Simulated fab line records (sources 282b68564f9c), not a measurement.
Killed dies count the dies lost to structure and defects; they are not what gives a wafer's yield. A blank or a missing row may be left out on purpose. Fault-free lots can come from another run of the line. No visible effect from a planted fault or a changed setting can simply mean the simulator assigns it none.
Split-lot study :: flow ritCmos :: 23 wafers read across 5 lots, on a route 202 steps long

## THE SPLIT ITSELF
At RIT_NWELL_COAT_01 (resist thk 1300 nm), the setting resistThkNm was moved away from the recipe's 1300 nm on 7 of the 23 wafers read, by -2.9% to +4.5%. The other wafers ran this setting at the recipe's value.

## FROM THE SPLIT TO THE READING: what the file shows between them, 3 steps
- RIT_NWELL_SOFTBAKE_02: time 60 s
- RIT_NWELL_EXPOSE_03: exposes mask M2, target cd 43900 nm
- RIT_NWELL_DEVELOP_05: develop time 68 s

## THE READING
NOVOLAK_of_NWELL_COAT_01.thkNm (the simulator's own value, which no gauge read), in nm, at RIT_NWELL_HARDBAKE_07 (time 120 s). No usual value for it is given in the file. The 16 wafers here that ran the recipe average 1137 nm, standard deviation 4.1 nm.

wafer: L077.1
tool, chamber at the split: lithoTrack-01, 0
resistThkNm as run, nm: 1300
against the recipe: recipe
NOVOLAK_of_NWELL_COAT_01.thkNm, nm: 1136
against lot-mates on the recipe: -

wafer: L077.2
tool, chamber at the split: lithoTrack-01, 0
resistThkNm as run, nm: 1300
against the recipe: recipe
NOVOLAK_of_NWELL_COAT_01.thkNm, nm: 1141
against lot-mates on the recipe: -

wafer: L077.3
tool, chamber at the split: lithoTrack-01, 0
resistThkNm as run, nm: 1300
against the recipe: recipe
NOVOLAK_of_NWELL_COAT_01.thkNm, nm: 1141
against lot-mates on the recipe: -

wafer: L077.6
tool, chamber at the split: lithoTrack-01, 0
resistThkNm as run, nm: 1300
against the recipe: recipe
NOVOLAK_of_NWELL_COAT_01.thkNm, nm: 1141
against lot-mates on the recipe: -

wafer: L077.5
tool, chamber at the split: lithoTrack-01, 0
resistThkNm as run, nm: 1300
against the recipe: recipe
NOVOLAK_of_NWELL_COAT_01.thkNm, nm: 1138
against lot-mates on the recipe: -

wafer: L079.1
tool, chamber at the split: lithoTrack-04, 0
resistThkNm as run, nm: 1300
against the recipe: recipe
NOVOLAK_of_NWELL_COAT_01.thkNm, nm: 1138
against lot-mates on the recipe: -

wafer: L079.3
tool, chamber at the split: lithoTrack-04, 0
resistThkNm as run, nm: 1300
against the recipe: recipe
NOVOLAK_of_NWELL_COAT_01.thkNm, nm: 1136
against lot-mates on the recipe: -

wafer: L079.4
tool, chamber at the split: lithoTrack-04, 0
resistThkNm as run, nm: 1300
against the recipe: recipe
NOVOLAK_of_NWELL_COAT_01.thkNm, nm: 1135
against lot-mates on the recipe: -

wafer: L081.1
tool, chamber at the split: lithoTrack-04, 0
resistThkNm as run, nm: 1262
against the recipe: -2.9%
NOVOLAK_of_NWELL_COAT_01.thkNm, nm: 1107
against lot-mates on the recipe: -33

wafer: L081.2
tool, chamber at the split: lithoTrack-04, 0
resistThkNm as run, nm: 1300
against the recipe: recipe
NOVOLAK_of_NWELL_COAT_01.thkNm, nm: 1137
against lot-mates on the recipe: -

wafer: L081.3
tool, chamber at the split: lithoTrack-04, 0
resistThkNm as run, nm: 1262
against the recipe: -2.9%
NOVOLAK_of_NWELL_COAT_01.thkNm, nm: 1108
against lot-mates on the recipe: -32

wafer: L081.5
tool, chamber at the split: lithoTrack-04, 0
resistThkNm as run, nm: 1300
against the recipe: recipe
NOVOLAK_of_NWELL_COAT_01.thkNm, nm: 1140
against lot-mates on the recipe: -

wafer: L081.6
tool, chamber at the split: lithoTrack-04, 0
resistThkNm as run, nm: 1300
against the recipe: recipe
NOVOLAK_of_NWELL_COAT_01.thkNm, nm: 1142
against lot-mates on the recipe: -

wafer: L082.1
tool, chamber at the split: lithoTrack-04, 0
resistThkNm as run, nm: 1343
against the recipe: +3.3%
NOVOLAK_of_NWELL_COAT_01.thkNm, nm: 1172
against lot-mates on the recipe: +36

wafer: L082.2
tool, chamber at the split: lithoTrack-04, 0
resistThkNm as run, nm: 1300
against the recipe: recipe
NOVOLAK_of_NWELL_COAT_01.thkNm, nm: 1134
against lot-mates on the recipe: -

wafer: L082.3
tool, chamber at the split: lithoTrack-04, 0
resistThkNm as run, nm: 1343
against the recipe: +3.3%
NOVOLAK_of_NWELL_COAT_01.thkNm, nm: 1171
against lot-mates on the recipe: +35

wafer: L082.4
tool, chamber at the split: lithoTrack-04, 0
resistThkNm as run, nm: 1300
against the recipe: recipe
NOVOLAK_of_NWELL_COAT_01.thkNm, nm: 1139
against lot-mates on the recipe: -

wafer: L082.5
tool, chamber at the split: lithoTrack-04, 0
resistThkNm as run, nm: 1300
against the recipe: recipe
NOVOLAK_of_NWELL_COAT_01.thkNm, nm: 1136
against lot-mates on the recipe: -

wafer: L085.1
tool, chamber at the split: lithoTrack-01, 0
resistThkNm as run, nm: 1300
against the recipe: recipe
NOVOLAK_of_NWELL_COAT_01.thkNm, nm: 1129
against lot-mates on the recipe: -

wafer: L085.2
tool, chamber at the split: lithoTrack-01, 0
resistThkNm as run, nm: 1300
against the recipe: recipe
NOVOLAK_of_NWELL_COAT_01.thkNm, nm: 1127
against lot-mates on the recipe: -

wafer: L085.3
tool, chamber at the split: lithoTrack-01, 0
resistThkNm as run, nm: 1358
against the recipe: +4.5%
NOVOLAK_of_NWELL_COAT_01.thkNm, nm: 1180
against lot-mates on the recipe: +52

wafer: L085.4
tool, chamber at the split: lithoTrack-01, 0
resistThkNm as run, nm: 1358
against the recipe: +4.5%
NOVOLAK_of_NWELL_COAT_01.thkNm, nm: 1178
against lot-mates on the recipe: +50

wafer: L085.6
tool, chamber at the split: lithoTrack-01, 0
resistThkNm as run, nm: 1358
against the recipe: +4.5%
NOVOLAK_of_NWELL_COAT_01.thkNm, nm: 1178
against lot-mates on the recipe: +50

THE FIT
A straight line over all 23 wafers: NOVOLAK_of_NWELL_COAT_01.thkNm changes by +9.74 nm for each +1% of resistThkNm; r = +0.98; the points scatter about the line by 3.7 nm.
The same after taking each lot's own level away (the mean of its wafers on the recipe; 23 wafers): +11.1 nm for each +1%; r = +1.00; scatter 1.8 nm.
Per that fit: largest resistThkNm move, reading shift of 50 nm.
The lots' own levels span 1128.0 to 1139.7 nm, that is 2.9 times the standard deviation above.
In other words, the slope is changed by the lot-to-lot level; the two fits disagree.
Check: with one of the wafers moved furthest among these (+4.5%) left out of the fit, the line predicts +49.1 nm for it against its lot-mates. It came out at +52 nm against them.

## OTHER SPLITS ON THESE WAFERS
Other splits were also applied to these wafers ahead of the reading. Each is held against what the fit with the lots' levels taken away leaves over:
other split on the same wafers: RIT_ACTIVE_OXIDATION_01 oxTimeS
wafers away from the commonest value: 18
r with NOVOLAK_of_NWELL_COAT_01.thkNm (lot level and that fit taken away): -0.23

## THE WHOLE CHAIN: every reading that the file lists as answering this split, in the file's order
step: RIT_NWELL_COAT_01
what it does: resist thk 1300 nm
reading: NOVOLAK_of_NWELL_COAT_01.thkNm (the simulator's own value, which no gauge read)
change (the file's fit): +12.9 nm for each +1% of the setting
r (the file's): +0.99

step: RIT_NWELL_HARDBAKE_07
what it does: time 120 s
reading: NOVOLAK_of_NWELL_COAT_01.thkNm (the simulator's own value, which no gauge read)
change (the file's fit): +11.1 nm for each +1% of the setting
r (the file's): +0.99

## FILE'S OWN FIT
NOVOLAK_of_NWELL_COAT_01.thkNm changes by +11.1 nm for each +1% of resistThkNm, r = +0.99.
